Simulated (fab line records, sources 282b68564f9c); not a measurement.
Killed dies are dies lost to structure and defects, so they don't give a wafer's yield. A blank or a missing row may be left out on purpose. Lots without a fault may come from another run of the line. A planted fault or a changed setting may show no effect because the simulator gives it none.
A struck lot beside a sound one | flow rit_cmos | 15 steps out of a route of 202
Sound: wafers L956.1, L956.3, L956.4. Struck: wafers L962.1, L962.2, L962.3. The cause comes at the end.
At each step with rows: each side's tool, then ch and its chambers, then its first start. Under that, the readings that differ: sound wafers | struck wafers | difference of the means | sigmas: that difference in standard deviations of wafers without a fault.
alike: readings whose means differ by less than 2 such deviations, and words and numbers that are the same on both sides. not compared: withheld readings, readings that some wafer has no value for, bounds like >300 that may hide the same value, and numbers for which the record gives no deviation and whose values overlap.
The two part at a step that has a row with sigmas, a row that says differs or no value, or rows on one side only. Numbers that don't overlap but have no deviation are shown without sigmas and don't part them. A reading that every wafer of one side lacks parts them only if that side has two wafers or more.

first, 2 steps without rows for these wafers: RIT_NSD_HARDBAKE_07 (time 60 s); RIT_NSD_IMPLANT_08.
RIT_NSD_STRIP_09: strips in O2, time 180 s.
  sound on plasma_asher-01 ch 0,1, day 3 19:30; struck on plasma_asher-01 ch 0,1, day 5 03:18
  alike: chamber_pressure_mTorr, drypump_motor_current_A
  not compared: rf_hours_counter_h
RIT_NSD_TW_MEAS_10:
  sound on film_metro-01, day 3 19:40; struck on film_metro-01, day 5 03:29
  alike: NSD_TW
then, 6 steps without rows for these wafers: RIT_PSD_HMDS_00 (prime time 60 s); RIT_PSD_COAT_01 (resist thk 1000 nm); RIT_PSD_SOFTBAKE_02 (time 60 s); RIT_PSD_EXPOSE_03 (exposes mask M10, target cd 40900 nm); RIT_PSD_PEB_04; RIT_PSD_DEVELOP_05 (develop time 50 s).
RIT_PSD_OVL_MEAS_06:
  sound on overlay-02, day 3 20:35; struck on overlay-02, day 5 04:31
  alike: PSD_OVL
then, 1 step without rows for these wafers: RIT_PSD_HARDBAKE_07 (time 60 s).
RIT_PSD_IMPLANT_08:
  sound on implanter-03 ch 0, day 3 20:46; struck on implanter-01 ch 0, day 5 04:42
  reading       | sound                         | struck                      | difference | sigmas
  dose_ions_cm2 | 5.009e+15 5.004e+15 4.999e+15 | 4.771e+15 4.78e+15 4.78e+15 | -2.270e+14 | -38
RIT_PSD_STRIP_09: strips in O2, time 180 s.
  sound on plasma_asher-02 ch 0,1, day 3 20:55; struck on plasma_asher-01 ch 0,1, day 5 04:51
  alike: chamber_pressure_mTorr, drypump_motor_current_A
  not compared: rf_hours_counter_h
RIT_M1_PROBE_99:
  sound on prober-01, day 4 06:40; struck on prober-01, day 5 13:32
  alike: killed_at_M0_to_M3, killed_at_front_end, killed_dies, killed_open, killed_short

WHERE THEY PART
Only at RIT_PSD_IMPLANT_08, within this record. Later steps at which nothing parts them and some readings are alike: RIT_PSD_STRIP_09, RIT_M1_PROBE_99.

WHY: what the simulator had put in
Process parameter drift: implanter-01, from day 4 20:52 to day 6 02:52, at RIT_PSD_IMPLANT_08. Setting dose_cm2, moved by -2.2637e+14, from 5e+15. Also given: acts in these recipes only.
